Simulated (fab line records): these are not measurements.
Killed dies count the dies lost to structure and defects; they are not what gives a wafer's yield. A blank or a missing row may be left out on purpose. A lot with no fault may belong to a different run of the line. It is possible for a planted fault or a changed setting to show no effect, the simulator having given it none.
2 desks, one fault :: flow berkeley_cmos170 :: only its own numbers are on each desk; what lay behind them is given at the end

DESK OF THE TOOL OWNER: furnace-01
The tool's own readings at UCB170_FIELD_OXIDATION_01 (target thk 558.3 nm, ox time 7200 s): means of the sampled wafers that have a number, for each lot that ran on this tool. Marked OUT: a lot whose mean sits more than 4 standard deviations from the usual mean, which makes it out of limits; the brackets give that distance.
Columns: A = zone_power_load_pct at UCB170_FIELD_OXIDATION_01, usual 35.5 %
lot: L421
first seen here: day 6 01:05
A: 35.8

lot: L423
first seen here: day 6 10:58
A: 35.9

lot: L424
first seen here: day 6 10:58
A: 35.7

lot: L434
first seen here: day 9 12:07
A: 35.7

lot: L435
first seen here: day 9 12:07
A: 35.7

lot: L436
first seen here: day 9 12:07
A: 35.9

lot: L437
first seen here: day 9 12:07
A: 35.8
This desk's finding: nothing out of limits on any of the 7 lots.

FROM THE METROLOGY DESK
What the gauges read for every lot (on any tool): the sampled wafers with a number, averaged. Marked OUT: a lot whose mean sits more than 4 standard deviations from the usual mean, which makes it out of limits; the brackets give that distance.
Columns: A = SILICIDE_TI_RS at UCB170_SILICIDE_RS_MEAS_02, usual 26.1 ohm/sq; B = cd_nm at UCB170_M1_CD_MEAS_90, usual 701.3 nm; C = M3_OVL at UCB170_M3_OVL_MEAS_16, usual -2 nm
lot: L418
first seen here: day 8 15:08
A: 25.7
B: 701.0
C: -4

lot: L419
first seen here: day 8 15:19
A: 25.5
B: 703.0
C: -7

lot: L423
first seen here: day 9 10:10
A: 26.0
B: 702.9
C: 0

lot: L421
first seen here: day 9 10:13
A: 25.9
B: 696.0
C: -6

lot: L424
first seen here: day 9 10:27
A: 25.9
B: 700.5
C: 1

lot: L430
first seen here: day 11 01:14
A: 25.7
B: 706.2
C: -2

lot: L432
first seen here: day 11 06:25
A: 26.4
B: 702.7
C: -3

lot: L433
first seen here: day 11 06:45
A: 26.3
B: 699.7
C: 3

lot: L437
first seen here: day 12 09:25
A: 26.0
B: 698.9
C: -8

lot: L434
first seen here: day 12 09:41
A: 26.2
B: 702.2
C: -8

lot: L436
first seen here: day 12 09:58
A: 26.5
B: 706.6
C: 2

lot: L438
first seen here: day 12 10:26
A: 26.2
B: 700.2
C: 4

lot: L435
first seen here: day 12 10:27
A: 26.1
B: 702.6
C: -8

lot: L440
first seen here: day 12 12:23
A: 25.9
B: 701.7
C: -6
This desk's finding: nothing out of limits on any of the 14 lots.

TAKEN TOGETHER
The tool owner's desk saw nothing out of limits.
The metrology desk saw nothing out of limits.

WHAT THE SIMULATOR HAD PUT IN
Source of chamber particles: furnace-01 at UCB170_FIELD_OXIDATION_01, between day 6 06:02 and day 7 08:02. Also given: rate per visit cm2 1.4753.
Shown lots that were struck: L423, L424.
